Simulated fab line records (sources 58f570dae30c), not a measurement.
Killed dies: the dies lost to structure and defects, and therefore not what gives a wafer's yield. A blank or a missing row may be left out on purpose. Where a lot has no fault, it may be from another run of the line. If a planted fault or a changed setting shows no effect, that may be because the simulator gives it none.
Matching of chambers | flow berkeley-cmos170 | 3 sister chambers for UCB170_V2_CVD_00 on pecvd-01
The step deposits SiO2 from TEOS/O2, target thk 2000 nm, time 250 s. 3 wafers are shown with their chamber, then 8 later ones without.

## EACH WAFER AND ITS CHAMBER
wafer  | chamber | heater-power-w (W)
L820.4 | 1       | 304
L817.1 | 2       | 265
L828.1 | 0       | 351

## WAFERS WHOSE CHAMBER IS MISSING
wafer  | heater-power-w (W)
L828.2 | 241
L828.5 | 194
L831.1 | 328
L831.2 | 272
L831.4 | 251
L832.1 | 268
L832.3 | 280
L832.5 | 241

## EACH ONE'S CHAMBER
wafer  | from the rows above          | in truth
L828.2 | can't be placed: 2 or 1      | 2
L828.5 | can't be placed: 2 or 1      | 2
L831.1 | can't be placed: 0 or 1 or 2 | 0
L831.2 | can't be placed: 2 or 1      | 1
L831.4 | can't be placed: 2 or 1      | 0
L832.1 | can't be placed: 2 or 1      | 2
L832.3 | can't be placed: 2 or 1 or 0 | 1
L832.5 | can't be placed: 2 or 1      | 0
Correctly placed: 0 of 8. Cannot be placed on the basis of these rows: 8; the candidates contain the true chamber in 6. Placed wrongly: 0.
How it was worked out, from the rows above alone: a wafer's distance from a chamber is the root of the sum, over the readings, of the square of ((its reading less the chamber's mean) divided by the reading's scatter). If the next closest chamber is less than 2 further off than the closest, the wafer can't be placed; otherwise it belongs to the closest. For every chamber, the mean is computed from those of its wafers that are shown. The scatter: with one shown wafer a chamber, the root of the mean of the squares of how far each hidden wafer lies from its nearest shown one.
